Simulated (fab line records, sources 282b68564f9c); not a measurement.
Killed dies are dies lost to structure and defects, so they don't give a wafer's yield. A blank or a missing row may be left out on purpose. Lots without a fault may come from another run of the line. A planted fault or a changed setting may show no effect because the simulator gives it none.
Which tool did it? | flow rit_cmos | 13 lots, 39 wafers sampled, at 5 steps of a route of 202

WHAT THE GAUGES READ, wafer by wafer
RIT_CONTACT_OVL_MEAS_09.
lot  | measured    | on         | CONTACT_OVL (nm)
L115 | day 3 05:20 | overlay-01 | 1.5 -0.9 0.3
L116 | day 3 13:05 | overlay-02 | 0.9 0.5 1.8
L126 | day 5 13:50 | overlay-01 | -0.4 -0.9 0.2
L127 | day 5 16:46 | overlay-01 | 0.4 -0.3 -0.2
L128 | day 5 21:34 | overlay-02 | -2.6 0.2 -2.2
L130 | day 6 07:20 | overlay-02 | 2.7 -0.1 -0.3
L131 | day 6 10:57 | overlay-01 | 1.6 2.2 -0.3
L132 | day 6 17:25 | overlay-01 | -0.2 -3.0 -0.7
L133 | day 6 21:29 | overlay-01 | 0.7 -0.1 1.5
L134 | day 7 02:01 | overlay-01 | -1.1 0.0 -0.3
L135 | day 7 07:32 | overlay-01 | -0.5 -0.6 -0.7
L137 | day 7 17:26 | overlay-01 | 0.4 2.2 0.8
L138 | day 7 22:23 | overlay-01 | 0.8 -0.2 1.0

RIT_M1_CD_MEAS_90: target cd 2600 nm.
lot  | measured    | on        | cd_nm (nm)
L115 | day 3 09:08 | cd_sem-01 | 2599.0 2601.4 2600.8
L116 | day 3 16:39 | cd_sem-01 | 2599.9 2597.8 2600.0
L126 | day 5 17:29 | cd_sem-02 | 2585.9 2586.0 2599.1
L127 | day 5 20:11 | cd_sem-01 | 2598.6 2596.6 2600.9
L128 | day 6 01:01 | cd_sem-01 | 2600.8 2601.9 2601.4
L130 | day 6 10:46 | cd_sem-01 | 2600.8 2600.2 2598.9
L131 | day 6 14:29 | cd_sem-01 | 2604.4 2601.6 2602.9
L132 | day 6 20:54 | cd_sem-01 | 2595.6 2598.8 2595.0
L133 | day 7 00:54 | cd_sem-02 | 2600.1 2598.2 2602.4
L134 | day 7 05:34 | cd_sem-01 | 2597.9 2595.2 2595.7
L135 | day 7 10:50 | cd_sem-02 | 2600.0 2602.4 2597.0
L137 | day 7 20:50 | cd_sem-02 | 2603.1 2604.3 2602.5
L138 | day 8 01:50 | cd_sem-02 | 2600.5 2602.6 2602.6

WHICH TOOL RAN EACH LOT (tool, then ch and the chambers of the sampled wafers, then the start)
lot  | RIT_PSD_STRIP_09                    | RIT_SILICIDE_RTA_04             | RIT_M1_METAL_ETCH_12
L115 | plasma_asher-01 ch 0,1, day 3 02:04 | rtp_anneal-01 ch 0, day 3 03:34 | rie_metal-03 ch 0,1, day 3 08:37
L116 | plasma_asher-04 ch 0,1, day 3 09:55 | rtp_anneal-02 ch 0, day 3 11:35 | rie_metal-01 ch 0,1, day 3 16:08
L126 | plasma_asher-04 ch 0,1, day 5 10:53 | rtp_anneal-02 ch 0, day 5 12:22 | rie_metal-02 ch 0,1, day 5 16:53
L127 | plasma_asher-04 ch 0, day 5 13:49   | rtp_anneal-01 ch 0, day 5 15:19 | rie_metal-01 ch 0,1, day 5 19:40
L128 | plasma_asher-04 ch 1, day 5 18:32   | rtp_anneal-01 ch 0, day 5 20:01 | rie_metal-03 ch 0,1, day 6 00:29
L130 | plasma_asher-04 ch 0,1, day 6 04:27 | rtp_anneal-01 ch 0, day 6 05:58 | rie_metal-01 ch 0,1, day 6 10:14
L131 | plasma_asher-03 ch 0, day 6 07:58   | rtp_anneal-02 ch 0, day 6 09:28 | rie_metal-03 ch 0,1, day 6 13:56
L132 | plasma_asher-04 ch 0,1, day 6 14:25 | rtp_anneal-01 ch 0, day 6 15:55 | rie_metal-01 ch 0,1, day 6 20:20
L133 | plasma_asher-03 ch 0,1, day 6 18:37 | rtp_anneal-02 ch 0, day 6 20:07 | rie_metal-03 ch 0,1, day 7 00:23
L134 | plasma_asher-04 ch 0,1, day 6 23:01 | rtp_anneal-01 ch 0, day 7 00:29 | rie_metal-01 ch 0,1, day 7 04:57
L135 | plasma_asher-03 ch 0,1, day 7 04:37 | rtp_anneal-02 ch 0, day 7 06:07 | rie_metal-03 ch 0,1, day 7 10:19
L137 | plasma_asher-03 ch 0,1, day 7 14:31 | rtp_anneal-02 ch 0, day 7 16:01 | rie_metal-01 ch 0, day 7 20:19
L138 | plasma_asher-03 ch 0,1, day 7 19:28 | rtp_anneal-01 ch 0, day 7 20:58 | rie_metal-03 ch 0,1, day 8 01:18
- RIT_PSD_STRIP_09: strips in O2, time 180 s.
- RIT_SILICIDE_RTA_04: time 9.618 s, ramp up 5 s, ramp down 5 s.
- RIT_M1_METAL_ETCH_12: etches Al in Cl2/BCl3, stops on SiO2, time 165 s, target depth 600 nm.

WHAT THE TOOLS THEMSELVES READ (means of the sampled wafers that have a number; where no wafer has one, the mark that the record gives instead)
RIT_PSD_STRIP_09.
lot  | tool            | chamber_pressure_mTorr (mTorr) | drypump_motor_current_A (A)
L115 | plasma_asher-01 | 4002                           | 5.7
L116 | plasma_asher-04 | 4000                           | 5.4
L126 | plasma_asher-04 | 3998                           | 5.3
L127 | plasma_asher-04 | 4000                           | 5.2
L128 | plasma_asher-04 | 4000                           | 5.5
L130 | plasma_asher-04 | 4000                           | 5.5
L131 | plasma_asher-03 | 3996                           | 5.7
L132 | plasma_asher-04 | 4002                           | 5.4
L133 | plasma_asher-03 | 4003                           | 5.8
L134 | plasma_asher-04 | 4002                           | 5.3
L135 | plasma_asher-03 | 4000                           | 5.7
L137 | plasma_asher-03 | 4001                           | 5.7
L138 | plasma_asher-03 | 4000                           | 5.7

RIT_SILICIDE_RTA_04.
lot  | tool          | anneal_temp_c_max | wafer_temp_C_max
L115 | rtp_anneal-01 | 655.6             | 652.0
L116 | rtp_anneal-02 | 652.8             | 654.2
L126 | rtp_anneal-02 | 652.9             | 652.9
L127 | rtp_anneal-01 | 655.1             | 652.2
L128 | rtp_anneal-01 | 656.0             | 652.3
L130 | rtp_anneal-01 | 654.4             | 652.8
L131 | rtp_anneal-02 | 652.9             | 653.0
L132 | rtp_anneal-01 | 654.8             | 652.2
L133 | rtp_anneal-02 | 652.7             | 653.3
L134 | rtp_anneal-01 | 654.8             | 652.3
L135 | rtp_anneal-02 | 652.8             | 653.0
L137 | rtp_anneal-02 | 653.5             | 652.9
L138 | rtp_anneal-01 | 654.8             | 652.1

RIT_M1_METAL_ETCH_12.
lot  | tool         | chamber_pressure_mTorr (mTorr) | drypump_motor_current_A (A) | oes_product_au (a.u.) | throttle_valve_pct (%)
L115 | rie_metal-03 | 99.92                          | 6.13                        | 0.764                 | 8.16
L116 | rie_metal-01 | 99.94                          | 6.43                        | 0.763                 | 8.37
L126 | rie_metal-02 | 100.05                         | 6.24                        | 0.675                 | 8.25
L127 | rie_metal-01 | 99.95                          | 6.55                        | 0.761                 | 8.36
L128 | rie_metal-03 | 99.98                          | 6.12                        | 0.769                 | 8.15
L130 | rie_metal-01 | 100.01                         | 6.50                        | 0.767                 | 8.36
L131 | rie_metal-03 | 100.05                         | 6.08                        | 0.755                 | 8.18
L132 | rie_metal-01 | 99.99                          | 6.52                        | 0.771                 | 8.35
L133 | rie_metal-03 | 100.00                         | 6.09                        | 0.763                 | 8.18
L134 | rie_metal-01 | 100.05                         | 6.55                        | 0.783                 | 8.36
L135 | rie_metal-03 | 99.98                          | 6.15                        | 0.760                 | 8.15
L137 | rie_metal-01 | 100.02                         | 6.58                        | 0.773                 | 8.34
L138 | rie_metal-03 | 100.00                         | 6.07                        | 0.765                 | 8.18

THE ANSWER, worked out from the rows above alone
Rule: what is usual is taken from the lots themselves. Put in order of their means at a reading, lots are off if they are a third of the lots or fewer, leave a main group of 4 or more, and stand apart from it by a gap of 3 or more times the standard deviation of the main group's means; of several such gaps the widest counts. A main group whose means are all the same, to the digits that the tables above print for the reading, isn't used. A lot without any number at a reading at which 4 lots or more have one is off too. The other lots that the step has rows for count as sound. The gauges are gone through in route order, then the tools' own readings, and for those a lot's mean is taken as printed above. The first step at which some lot is off is used, and at that step the reading that is off furthest; a lot without a number counts as furthest.
Off: L126, at RIT_M1_METAL_ETCH_12 (oes_product_au). The main group: mean 0.766 a.u., standard deviation 0.0069.
A tool fits if, at that step or a process step before it, it ran every lot that is off, and no sound lot after the first of them. One fits: rie_metal-02 at RIT_M1_METAL_ETCH_12. It ran no sound lot before its first lot that is off in this sample, so the start can't be narrowed down.
The tool's own readings at RIT_M1_METAL_ETCH_12 bear it out: on the lots that are off they differ by more than 5 times the standard deviation of the sound lots' means. oes_product_au reads 0.675 a.u. there against 0.766 a.u. on the sound lots.

WHAT THE SIMULATOR HAD PUT IN
Process parameter drift: rie_metal-02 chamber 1, from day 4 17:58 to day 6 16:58, at RIT_M1_METAL_ETCH_12. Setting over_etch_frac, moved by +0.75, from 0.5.
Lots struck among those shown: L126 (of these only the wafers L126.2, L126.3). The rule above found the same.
